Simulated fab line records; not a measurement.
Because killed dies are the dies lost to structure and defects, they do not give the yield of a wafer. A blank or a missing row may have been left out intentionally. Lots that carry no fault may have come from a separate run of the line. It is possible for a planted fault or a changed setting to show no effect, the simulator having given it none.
Commonality check across tools	flow rit cmos	14 lots and 42 wafers in the sample

## WHY THIS WAS OPENED
At RIT_PLDD_TW_MEAS_10 the reading PLDD_TW is flagged on 2 of 14 lots. Fault-free wafers read 2350, with a standard deviation of 12.
Rule: a lot is flagged when every wafer of it that has a number lies more than 4 standard deviations from that mean, or none has a number. All remaining lots are regarded as sound.

lot	measured	on	PLDD_TW, wafer by wafer	flag
L329	day 3 04:39	film metro-02	2359 2348 2346	
L330	day 3 07:01	film metro-01	2356 2355 2351	
L332	day 3 18:35	film metro-02	2349 2345 2349	
L335	day 4 13:13	film metro-02	2358 2331 2359	
L337	day 4 21:37	film metro-01	2356 2337 2353	
L340	day 5 11:17	film metro-01	2346 2326 2341	
L342	day 6 00:57	film metro-03	2371 2357 2361	
L343	day 6 04:25	film metro-03	2366 2364 2371	
L344	day 6 08:39	film metro-02	2352 2347 2337	
L347	day 6 23:36	film metro-01	2345 2344 2337	
L348	day 7 05:10	film metro-01	30 30 30	FLAGGED
L349	day 7 08:52	film metro-03	30 30 30	FLAGGED
L350	day 7 12:03	film metro-01	2340 2326 2334	
L351	day 7 20:02	film metro-02	2341 2344 2340	
On average the flagged lots read 30, which is -2320 against the usual, or -99 or more standard deviations.

## TOOL THAT RAN EACH LOT
The record holds 1 process step before the reading, out of a route of 202 steps. Each cell gives the tool, then ch followed by the chambers the sampled wafers passed through, then the start.
lot	flag	RIT_NLDD_STRIP_09
L329		plasma asher-02 ch 0,1, day 3 02:55
L330		plasma asher-04 ch 0,1, day 3 05:17
L332		plasma asher-03 ch 0,1, day 3 17:02
L335		plasma asher-04 ch 0,1, day 4 11:37
L337		plasma asher-04 ch 0,1, day 4 20:01
L340		plasma asher-02 ch 0,1, day 5 09:41
L342		plasma asher-02 ch 0,1, day 5 23:02
L343		plasma asher-03 ch 0,1, day 6 02:49
L344		plasma asher-02 ch 0,1, day 6 07:03
L347		plasma asher-03 ch 0,1, day 6 21:54
L348	FLAGGED	plasma asher-04 ch 0, day 7 03:16
L349	FLAGGED	plasma asher-02 ch 0,1, day 7 07:16
L350		plasma asher-04 ch 0,1, day 7 10:20
L351		plasma asher-04 ch 0,1, day 7 18:19
What is done by these steps:
- RIT_NLDD_STRIP_09: strips in O2, time 180 s.
- RIT_PLDD_TW_MEAS_10

## FLAGGED OVER TOTAL, TOOL BY TOOL (the gauges that took the reading come last)
step	tool	lots run	flagged	share of the flagged lots	sound lots run after its first flagged lot
RIT_NLDD_STRIP_09	plasma asher-02	5	1	some	0
RIT_NLDD_STRIP_09	plasma asher-03	3	0	none	-
RIT_NLDD_STRIP_09	plasma asher-04	6	1	some	2 (L350,L351)
RIT_PLDD_TW_MEAS_10	film metro-01	6	1	some	1 (L350)
RIT_PLDD_TW_MEAS_10	film metro-02	5	0	none	-
RIT_PLDD_TW_MEAS_10	film metro-03	3	1	some	0

## THE TABLE: WHAT IT ALLOWS
No row of the table ran every flagged lot.

## WHAT WAS PUT IN BY THE SIMULATOR
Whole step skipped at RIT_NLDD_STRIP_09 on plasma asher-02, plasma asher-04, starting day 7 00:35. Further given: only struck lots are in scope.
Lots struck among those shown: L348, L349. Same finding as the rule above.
